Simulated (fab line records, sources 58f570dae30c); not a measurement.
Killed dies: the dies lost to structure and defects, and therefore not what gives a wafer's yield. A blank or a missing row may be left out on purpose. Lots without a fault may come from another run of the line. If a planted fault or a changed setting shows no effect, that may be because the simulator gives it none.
2 desks, one fault :: flow berkeley_cmos170 :: every desk sees just its own numbers, and what lay behind them comes last

THE METROLOGY DESK
Means of the sampled wafers that have a number, per lot and without regard to the tool the lot ran on: this is what the gauges read. Marked OUT: a lot whose mean sits more than 4 standard deviations from the usual mean, which makes it out of limits; the brackets give that distance.
Columns: A = PSD_OVL at UCB170_PSD_OVL_MEAS_07, usual 0 nm; B = PSD_TW at UCB170_PSD_TW_MEAS_10, usual 2327
lot: L256
first seen here: day 8 10:28
A: -4
B: 2364

lot: L268
first seen here: day 10 18:58
A: 7
B: 2305

lot: L269
first seen here: day 10 19:05
A: 0
B: 2302

lot: L270
first seen here: day 11 12:15
A: -1
B: 2312

lot: L271
first seen here: day 11 12:22
A: 2
B: 2307

lot: L272
first seen here: day 11 21:39
A: 3
B: 2317

lot: L274
first seen here: day 12 04:11
A: 0
B: 2325

lot: L273
first seen here: day 12 04:20
A: -7
B: 2311

lot: L277
first seen here: day 12 15:59
A: 4
B: 2325

lot: L276
first seen here: day 12 16:03
A: 7
B: 2367

lot: L275
first seen here: day 12 16:38
A: -3
B: 2309

lot: L278
first seen here: day 13 01:58
A: 1
B: 2319
Result from this desk: across the 12 lots, nothing is out of limits.

AT THE TOOL OWNER'S DESK: furnace-01
Per lot that ran on this tool, the mean of the sampled wafers carrying a number, from the tool's own readings at UCB170_SPACER_ANNEAL_02 (time 1800 s). Marked OUT: a lot whose mean sits more than 4 standard deviations from the usual mean, which makes it out of limits; the brackets give that distance.
Columns: A = spike_tc_centre_C at UCB170_SPACER_ANNEAL_02, usual 902.4 C; B = spike_tc_load_C at UCB170_SPACER_ANNEAL_02, usual 923.3 C
lot: L272
first seen here: day 11 18:55
A: 901.4
B: 927.7

lot: L278
first seen here: day 12 21:54
A: 900.0
B: 928.4
Result from this desk: across the 2 lots, nothing is out of limits.

PUT TOGETHER
At the metrology desk, nothing out of limits was observed.
Nothing out of limits was seen by the tool owner's desk.

WHAT HAD BEEN PUT IN BY THE SIMULATOR
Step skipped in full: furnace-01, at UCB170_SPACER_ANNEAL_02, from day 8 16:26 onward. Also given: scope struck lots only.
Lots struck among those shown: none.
